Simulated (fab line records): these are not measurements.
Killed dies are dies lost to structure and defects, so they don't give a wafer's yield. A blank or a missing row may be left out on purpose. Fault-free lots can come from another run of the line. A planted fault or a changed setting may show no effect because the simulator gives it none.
Which of the tools did it? / flow berkeley_cmos170 / Sampling: 14 lots, 42 wafers, 2 of 331 route steps

WHAT THE GAUGES SHOWED, per wafer
UCB170_ACTIVE_THK_MEAS_06.
lot=L362; measured=day 5 06:29; on=film_metro-01; ACTIVE_NITRIDE_THK (nm)=220.5 220.1 219.9
lot=L363; measured=day 5 06:29; on=film_metro-04; ACTIVE_NITRIDE_THK (nm)=223.7 223.6 224.1
lot=L364; measured=day 5 06:29; on=film_metro-03; ACTIVE_NITRIDE_THK (nm)=222.4 222.5 223.6
lot=L365; measured=day 5 13:57; on=film_metro-01; ACTIVE_NITRIDE_THK (nm)=218.0 220.2 215.6
lot=L366; measured=day 6 07:37; on=film_metro-01; ACTIVE_NITRIDE_THK (nm)=217.3 217.5 219.4
lot=L367; measured=day 6 07:38; on=film_metro-04; ACTIVE_NITRIDE_THK (nm)=220.0 219.8 222.0
lot=L368; measured=day 6 13:07; on=film_metro-04; ACTIVE_NITRIDE_THK (nm)=221.4 219.0 220.4
lot=L369; measured=day 6 13:11; on=film_metro-04; ACTIVE_NITRIDE_THK (nm)=222.8 221.5 223.2
lot=L370; measured=day 6 13:06; on=film_metro-01; ACTIVE_NITRIDE_THK (nm)=221.8 221.0 220.9
lot=L371; measured=day 6 23:12; on=film_metro-01; ACTIVE_NITRIDE_THK (nm)=274.2 271.8 271.9
lot=L372; measured=day 6 23:13; on=film_metro-04; ACTIVE_NITRIDE_THK (nm)=275.7 276.5 275.3
lot=L373; measured=day 7 10:59; on=film_metro-03; ACTIVE_NITRIDE_THK (nm)=276.0 275.3 275.0
lot=L374; measured=day 7 10:55; on=film_metro-01; ACTIVE_NITRIDE_THK (nm)=274.5 275.2 274.0
lot=L377; measured=day 8 07:41; on=film_metro-01; ACTIVE_NITRIDE_THK (nm)=220.0 220.8 218.7

EACH LOT AND THE TOOL THAT RAN IT (in order: tool; ch and the chambers of the sampled wafers; start)
lot=L362; UCB170_ACTIVE_CVD_05=lpcvd-01 ch 0, day 5 04:34
lot=L363; UCB170_ACTIVE_CVD_05=lpcvd-01 ch 1, day 5 04:34
lot=L364; UCB170_ACTIVE_CVD_05=lpcvd-01 ch 1, day 5 04:34
lot=L365; UCB170_ACTIVE_CVD_05=lpcvd-02 ch 1, day 5 12:01
lot=L366; UCB170_ACTIVE_CVD_05=lpcvd-02 ch 0, day 6 05:42
lot=L367; UCB170_ACTIVE_CVD_05=lpcvd-02 ch 0, day 6 05:42
lot=L368; UCB170_ACTIVE_CVD_05=lpcvd-02 ch 1, day 6 11:11
lot=L369; UCB170_ACTIVE_CVD_05=lpcvd-02 ch 0, day 6 11:11
lot=L370; UCB170_ACTIVE_CVD_05=lpcvd-02 ch 0, day 6 11:11
lot=L371; UCB170_ACTIVE_CVD_05=lpcvd-02 ch 1, day 6 21:17
lot=L372; UCB170_ACTIVE_CVD_05=lpcvd-02 ch 1, day 6 21:17
lot=L373; UCB170_ACTIVE_CVD_05=lpcvd-02 ch 1, day 7 09:00
lot=L374; UCB170_ACTIVE_CVD_05=lpcvd-02 ch 1, day 7 09:00
lot=L377; UCB170_ACTIVE_CVD_05=lpcvd-01 ch 0, day 8 05:45
- UCB170_ACTIVE_CVD_05: deposits Si3N4 from SiH2Cl2/NH3, target thk 220 nm, time 3300 s.

AS READ BY THE TOOLS THEMSELVES (means over the sampled wafers that have a number; for cases with no such wafer, the mark the record gives instead)
UCB170_ACTIVE_CVD_05.
lot=L362; tool=lpcvd-01; sih2cl2_flow_sccm (sccm)=24.96; zone_power_source_pct (%)=22.3
lot=L363; tool=lpcvd-01; sih2cl2_flow_sccm (sccm)=24.98; zone_power_source_pct (%)=20.5
lot=L364; tool=lpcvd-01; sih2cl2_flow_sccm (sccm)=25.04; zone_power_source_pct (%)=20.4
lot=L365; tool=lpcvd-02; sih2cl2_flow_sccm (sccm)=25.04; zone_power_source_pct (%)=19.3
lot=L366; tool=lpcvd-02; sih2cl2_flow_sccm (sccm)=24.92; zone_power_source_pct (%)=22.0
lot=L367; tool=lpcvd-02; sih2cl2_flow_sccm (sccm)=24.98; zone_power_source_pct (%)=21.8
lot=L368; tool=lpcvd-02; sih2cl2_flow_sccm (sccm)=24.97; zone_power_source_pct (%)=19.2
lot=L369; tool=lpcvd-02; sih2cl2_flow_sccm (sccm)=25.01; zone_power_source_pct (%)=21.6
lot=L370; tool=lpcvd-02; sih2cl2_flow_sccm (sccm)=24.94; zone_power_source_pct (%)=21.9
lot=L371; tool=lpcvd-02; sih2cl2_flow_sccm (sccm)=24.99; zone_power_source_pct (%)=19.2
lot=L372; tool=lpcvd-02; sih2cl2_flow_sccm (sccm)=24.96; zone_power_source_pct (%)=19.0
lot=L373; tool=lpcvd-02; sih2cl2_flow_sccm (sccm)=25.04; zone_power_source_pct (%)=19.3
lot=L374; tool=lpcvd-02; sih2cl2_flow_sccm (sccm)=25.02; zone_power_source_pct (%)=19.2
lot=L377; tool=lpcvd-01; sih2cl2_flow_sccm (sccm)=25.05; zone_power_source_pct (%)=22.4

THE ANSWER, worked out from the rows above alone
Rule: usual is defined by the lots themselves. The widest of any qualifying gaps counts: lots, ordered by their means at a reading, are off when they make up no more than a third of the lots, leave a main group of 4 or more, and stand apart from it by 3 or more times the standard deviation of that group's means. A main group whose means are all the same, to the digits that the tables above print for the reading, isn't used. A lot without any number at a reading at which 4 lots or more have one is off too. The other lots that the step has rows for count as sound. After the gauges, taken in route order, come the tools' own readings; for these a lot's mean is taken, as printed above. At the first step where some lot is off, the reading lying furthest off is the one used; lots without a number count as furthest.
Off: L371, L372, L373, L374, seen at UCB170_ACTIVE_THK_MEAS_06 (ACTIVE_NITRIDE_THK). Main group: mean 220.7 nm, sd 1.8.
If a tool, at a process step before that reading, ran all the lots that are off and no sound lot after the first of them, it fits. Gauges at UCB170_ACTIVE_THK_MEAS_06: tried the same way as those tools. One fits: UCB170_ACTIVE_CVD_05 on lpcvd-02. Its last sound lot is L368 (day 6 11:11), its first lot that is off L371 (day 6 21:17): a fault that began between those two fits.

WHAT THE SIMULATOR HAD PUT IN
lpcvd-02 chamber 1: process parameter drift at UCB170_ACTIVE_CVD_05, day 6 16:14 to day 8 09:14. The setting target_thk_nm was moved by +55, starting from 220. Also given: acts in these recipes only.
Struck lots among those shown: L371, L372, L374, L373. The rule above reached the same finding.
